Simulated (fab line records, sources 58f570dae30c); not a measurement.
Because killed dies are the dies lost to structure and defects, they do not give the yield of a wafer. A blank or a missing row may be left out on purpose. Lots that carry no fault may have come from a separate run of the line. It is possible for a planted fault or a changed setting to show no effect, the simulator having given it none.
Which tool was responsible? || flow berkeley cmos170 || 14 lots with 42 wafers sampled at 4 steps, on a route of 331 steps

== WHAT EACH GAUGE READ, for each wafer ==
UCB170_PVT_TW_MEAS_09. Usual: PVT_TW gives 510 (standard deviation 4.8).
{"lot": "L686", "measured": "day 6 14:51", "on": "film metro-04", "PVT_TW": "504 505 505", "flag": ""}
{"lot": "L689", "measured": "day 7 00:17", "on": "film metro-02", "PVT_TW": "504 506 504", "flag": ""}
{"lot": "L688", "measured": "day 7 01:01", "on": "film metro-04", "PVT_TW": "511 508 506", "flag": ""}
{"lot": "L687", "measured": "day 7 01:14", "on": "film metro-04", "PVT_TW": "509 508 505", "flag": ""}
{"lot": "L694", "measured": "day 8 03:31", "on": "film metro-02", "PVT_TW": "505 507 504", "flag": ""}
{"lot": "L692", "measured": "day 8 03:40", "on": "film metro-01", "PVT_TW": "514 514 513", "flag": ""}
{"lot": "L691", "measured": "day 8 03:47", "on": "film metro-02", "PVT_TW": "502 506 503", "flag": ""}
{"lot": "L693", "measured": "day 8 04:04", "on": "film metro-04", "PVT_TW": "506 506 505", "flag": ""}
{"lot": "L699", "measured": "day 9 07:16", "on": "film metro-04", "PVT_TW": "508 509 510", "flag": ""}
{"lot": "L701", "measured": "day 10 04:58", "on": "film metro-01", "PVT_TW": "516 513 519", "flag": ""}
{"lot": "L705", "measured": "day 10 15:36", "on": "film metro-01", "PVT_TW": "515 516 511", "flag": ""}
{"lot": "L704", "measured": "day 10 15:43", "on": "film metro-02", "PVT_TW": "505 507 507", "flag": ""}
{"lot": "L706", "measured": "day 11 10:17", "on": "film metro-02", "PVT_TW": "510 510 505", "flag": ""}
{"lot": "L708", "measured": "day 11 16:28", "on": "film metro-02", "PVT_TW": "511 511 511", "flag": ""}

UCB170_V2_OVL_MEAS_13. Usual: V2_OVL gives 0 nm (standard deviation 6.6).
{"lot": "L686", "measured": "day 8 14:03", "on": "overlay-02", "V2_OVL (nm)": "1 -4 -8", "flag": ""}
{"lot": "L689", "measured": "day 8 23:09", "on": "overlay-02", "V2_OVL (nm)": "2 -1 7", "flag": ""}
{"lot": "L688", "measured": "day 9 02:12", "on": "overlay-01", "V2_OVL (nm)": "-2 3 -4", "flag": ""}
{"lot": "L687", "measured": "day 9 02:23", "on": "overlay-02", "V2_OVL (nm)": "7 10 2", "flag": ""}
{"lot": "L694", "measured": "day 10 11:22", "on": "overlay-02", "V2_OVL (nm)": "8 3 -5", "flag": ""}
{"lot": "L692", "measured": "day 10 11:28", "on": "overlay-01", "V2_OVL (nm)": "-10 2 -5", "flag": ""}
{"lot": "L691", "measured": "day 10 11:39", "on": "overlay-02", "V2_OVL (nm)": "5 -2 11", "flag": ""}
{"lot": "L693", "measured": "day 10 12:13", "on": "overlay-02", "V2_OVL (nm)": "0 7 -7", "flag": ""}
{"lot": "L699", "measured": "day 11 11:17", "on": "overlay-02", "V2_OVL (nm)": "3 -4 11", "flag": ""}
{"lot": "L701", "measured": "day 12 05:42", "on": "overlay-01", "V2_OVL (nm)": "-7 -4 -3", "flag": ""}
{"lot": "L705", "measured": "day 12 22:42", "on": "overlay-01", "V2_OVL (nm)": "8 6 11", "flag": ""}
{"lot": "L704", "measured": "day 12 20:15", "on": "overlay-01", "V2_OVL (nm)": "0 1 3", "flag": ""}
{"lot": "L706", "measured": "day 13 13:35", "on": "overlay-01", "V2_OVL (nm)": "0 -5 1", "flag": ""}
{"lot": "L708", "measured": "day 13 14:12", "on": "overlay-01", "V2_OVL (nm)": "7 3 7", "flag": ""}

== WHAT TOOL EACH LOT RAN ON (gives the tool, then ch and the chambers of the sampled wafers, and finally the start) ==
{"lot": "L686", "UCB170_CONTACT_RTA_08": "rtp anneal-02 ch 0, day 8 00:09", "UCB170_V1_ETCH_14": "rie diel-04 ch 0,1, day 8 08:29"}
{"lot": "L689", "UCB170_CONTACT_RTA_08": "rtp anneal-02 ch 0, day 8 09:39", "UCB170_V1_ETCH_14": "rie diel-04 ch 1,2,3, day 8 17:18"}
{"lot": "L688", "UCB170_CONTACT_RTA_08": "rtp anneal-02 ch 0, day 8 11:34", "UCB170_V1_ETCH_14": "rie diel-04 ch 1,2, day 8 19:38"}
{"lot": "L687", "UCB170_CONTACT_RTA_08": "rtp anneal-01 ch 0, day 8 11:45", "UCB170_V1_ETCH_14": "rie diel-01 ch 0,1,3, day 8 19:45"}
{"lot": "L694", "UCB170_CONTACT_RTA_08": "rtp anneal-01 ch 0, day 9 18:51", "UCB170_V1_ETCH_14": "rie diel-03 ch 0,2,3, day 10 05:04"}
{"lot": "L692", "UCB170_CONTACT_RTA_08": "rtp anneal-02 ch 0, day 9 18:51", "UCB170_V1_ETCH_14": "rie diel-04 ch 0,1, day 10 05:07"}
{"lot": "L691", "UCB170_CONTACT_RTA_08": "rtp anneal-02 ch 0, day 9 20:07", "UCB170_V1_ETCH_14": "rie diel-01 ch 0,3, day 10 05:20"}
{"lot": "L693", "UCB170_CONTACT_RTA_08": "rtp anneal-02 ch 0, day 9 23:37", "UCB170_V1_ETCH_14": "rie diel-03 ch 1,2,3, day 10 06:39"}
{"lot": "L699", "UCB170_CONTACT_RTA_08": "rtp anneal-02 ch 0, day 10 18:52", "UCB170_V1_ETCH_14": "rie diel-03 ch 1,2,3, day 11 05:52"}
{"lot": "L701", "UCB170_CONTACT_RTA_08": "rtp anneal-01 ch 0, day 11 16:57", "UCB170_V1_ETCH_14": "rie diel-03 ch 0,1,3, day 12 00:30"}
{"lot": "L705", "UCB170_CONTACT_RTA_08": "rtp anneal-01 ch 0, day 12 07:46", "UCB170_V1_ETCH_14": "rie diel-03 ch 1,3, day 12 16:50"}
{"lot": "L704", "UCB170_CONTACT_RTA_08": "rtp anneal-01 ch 0, day 12 06:09", "UCB170_V1_ETCH_14": "rie diel-03 ch 0,1, day 12 14:20"}
{"lot": "L706", "UCB170_CONTACT_RTA_08": "rtp anneal-02 ch 0, day 12 23:10", "UCB170_V1_ETCH_14": "rie diel-04 ch 1,3, day 13 06:01"}
{"lot": "L708", "UCB170_CONTACT_RTA_08": "rtp anneal-02 ch 0, day 13 00:58", "UCB170_V1_ETCH_14": "rie diel-03 ch 0,2, day 13 09:08"}
- UCB170_CONTACT_RTA_08: time 10 s.
- UCB170_V1_ETCH_14: etches SiO2 in CHF3/CF4/Ar, stops on Al, target depth 1250 nm, time 291 s.

== AS READ BY THE TOOLS THEMSELVES (means over the sampled wafers that have a number; for cases with no such wafer, the mark the record gives instead) ==
UCB170_CONTACT_RTA_08. Usual: lamp power pct 25.4 %, standard deviation 0.77; wafer_temp_C_max 903.6, standard deviation 0.96.
{"lot": "L686", "tool": "rtp anneal-02", "lamp power pct (%)": 24.8, "wafer_temp_C_max": 903.8, "flag": ""}
{"lot": "L689", "tool": "rtp anneal-02", "lamp power pct (%)": 24.8, "wafer_temp_C_max": 904.7, "flag": ""}
{"lot": "L688", "tool": "rtp anneal-02", "lamp power pct (%)": 24.8, "wafer_temp_C_max": 904.1, "flag": ""}
{"lot": "L687", "tool": "rtp anneal-01", "lamp power pct (%)": 26.4, "wafer_temp_C_max": 902.9, "flag": ""}
{"lot": "L694", "tool": "rtp anneal-01", "lamp power pct (%)": 26.4, "wafer_temp_C_max": 903.0, "flag": ""}
{"lot": "L692", "tool": "rtp anneal-02", "lamp power pct (%)": 24.8, "wafer_temp_C_max": 904.2, "flag": ""}
{"lot": "L691", "tool": "rtp anneal-02", "lamp power pct (%)": 24.9, "wafer_temp_C_max": 904.9, "flag": ""}
{"lot": "L693", "tool": "rtp anneal-02", "lamp power pct (%)": 24.8, "wafer_temp_C_max": 903.9, "flag": ""}
{"lot": "L699", "tool": "rtp anneal-02", "lamp power pct (%)": 24.8, "wafer_temp_C_max": 904.5, "flag": ""}
{"lot": "L701", "tool": "rtp anneal-01", "lamp power pct (%)": 26.4, "wafer_temp_C_max": 902.6, "flag": ""}
{"lot": "L705", "tool": "rtp anneal-01", "lamp power pct (%)": 26.4, "wafer_temp_C_max": 903.0, "flag": ""}
{"lot": "L704", "tool": "rtp anneal-01", "lamp power pct (%)": 26.4, "wafer_temp_C_max": 902.6, "flag": ""}
{"lot": "L706", "tool": "rtp anneal-02", "lamp power pct (%)": 24.9, "wafer_temp_C_max": 903.2, "flag": ""}
{"lot": "L708", "tool": "rtp anneal-02", "lamp power pct (%)": 24.8, "wafer_temp_C_max": 904.7, "flag": ""}

UCB170_V1_ETCH_14. Usual: cf4 flow sccm 15.00 sccm, standard deviation 0.043; drypump motor current A 5.7 A, standard deviation 0.6; oes product au 0.879 a.u., standard deviation 0.012; throttle valve pct 6.95 %, standard deviation 0.15.
{"lot": "L686", "tool": "rie diel-04", "cf4 flow sccm (sccm)": 14.96, "drypump motor current A (A)": 5.6, "oes product au (a.u.)": 0.878, "throttle valve pct (%)": 6.96, "flag": ""}
{"lot": "L689", "tool": "rie diel-04", "cf4 flow sccm (sccm)": 15.02, "drypump motor current A (A)": 5.8, "oes product au (a.u.)": 0.873, "throttle valve pct (%)": 6.94, "flag": ""}
{"lot": "L688", "tool": "rie diel-04", "cf4 flow sccm (sccm)": 15.00, "drypump motor current A (A)": 5.7, "oes product au (a.u.)": 0.867, "throttle valve pct (%)": 7.06, "flag": ""}
{"lot": "L687", "tool": "rie diel-01", "cf4 flow sccm (sccm)": 15.00, "drypump motor current A (A)": 5.5, "oes product au (a.u.)": 0.878, "throttle valve pct (%)": 6.91, "flag": ""}
{"lot": "L694", "tool": "rie diel-03", "cf4 flow sccm (sccm)": 15.01, "drypump motor current A (A)": 6.1, "oes product au (a.u.)": 0.877, "throttle valve pct (%)": 6.86, "flag": ""}
{"lot": "L692", "tool": "rie diel-04", "cf4 flow sccm (sccm)": 15.01, "drypump motor current A (A)": 5.6, "oes product au (a.u.)": 0.885, "throttle valve pct (%)": 6.97, "flag": ""}
{"lot": "L691", "tool": "rie diel-01", "cf4 flow sccm (sccm)": 15.00, "drypump motor current A (A)": 5.5, "oes product au (a.u.)": 0.874, "throttle valve pct (%)": 6.99, "flag": ""}
{"lot": "L693", "tool": "rie diel-03", "cf4 flow sccm (sccm)": 14.97, "drypump motor current A (A)": 5.7, "oes product au (a.u.)": 0.878, "throttle valve pct (%)": 6.99, "flag": ""}
{"lot": "L699", "tool": "rie diel-03", "cf4 flow sccm (sccm)": 14.98, "drypump motor current A (A)": 5.7, "oes product au (a.u.)": 0.884, "throttle valve pct (%)": 6.99, "flag": ""}
{"lot": "L701", "tool": "rie diel-03", "cf4 flow sccm (sccm)": 14.98, "drypump motor current A (A)": 5.8, "oes product au (a.u.)": 0.881, "throttle valve pct (%)": 6.92, "flag": ""}
{"lot": "L705", "tool": "rie diel-03", "cf4 flow sccm (sccm)": 14.95, "drypump motor current A (A)": 5.5, "oes product au (a.u.)": 0.873, "throttle valve pct (%)": 6.88, "flag": ""}
{"lot": "L704", "tool": "rie diel-03", "cf4 flow sccm (sccm)": 14.95, "drypump motor current A (A)": 6.1, "oes product au (a.u.)": 0.895, "throttle valve pct (%)": 6.94, "flag": ""}
{"lot": "L706", "tool": "rie diel-04", "cf4 flow sccm (sccm)": 15.05, "drypump motor current A (A)": 5.9, "oes product au (a.u.)": 0.876, "throttle valve pct (%)": 6.82, "flag": ""}
{"lot": "L708", "tool": "rie diel-03", "cf4 flow sccm (sccm)": 14.98, "drypump motor current A (A)": 6.4, "oes product au (a.u.)": 0.884, "throttle valve pct (%)": 6.99, "flag": ""}

== THE ANSWER, worked out from the rows above alone ==
Rule: lot off if the mean of its wafers having a number is beyond 3 standard deviations from the usual mean. Also off: a lot with no number at a reading for which 4 or more lots have one. Any other lot the step has rows for is counted as sound. First the gauges in route order, then the tools' own readings, where a lot's mean is used as printed above. The first step at which some lot is off is used, and at that step the reading that is off furthest; a lot without a number counts as furthest.
No lot is off on any of the readings shown, so nothing can be concluded from this.

== WHAT THE SIMULATOR PUT IN ==
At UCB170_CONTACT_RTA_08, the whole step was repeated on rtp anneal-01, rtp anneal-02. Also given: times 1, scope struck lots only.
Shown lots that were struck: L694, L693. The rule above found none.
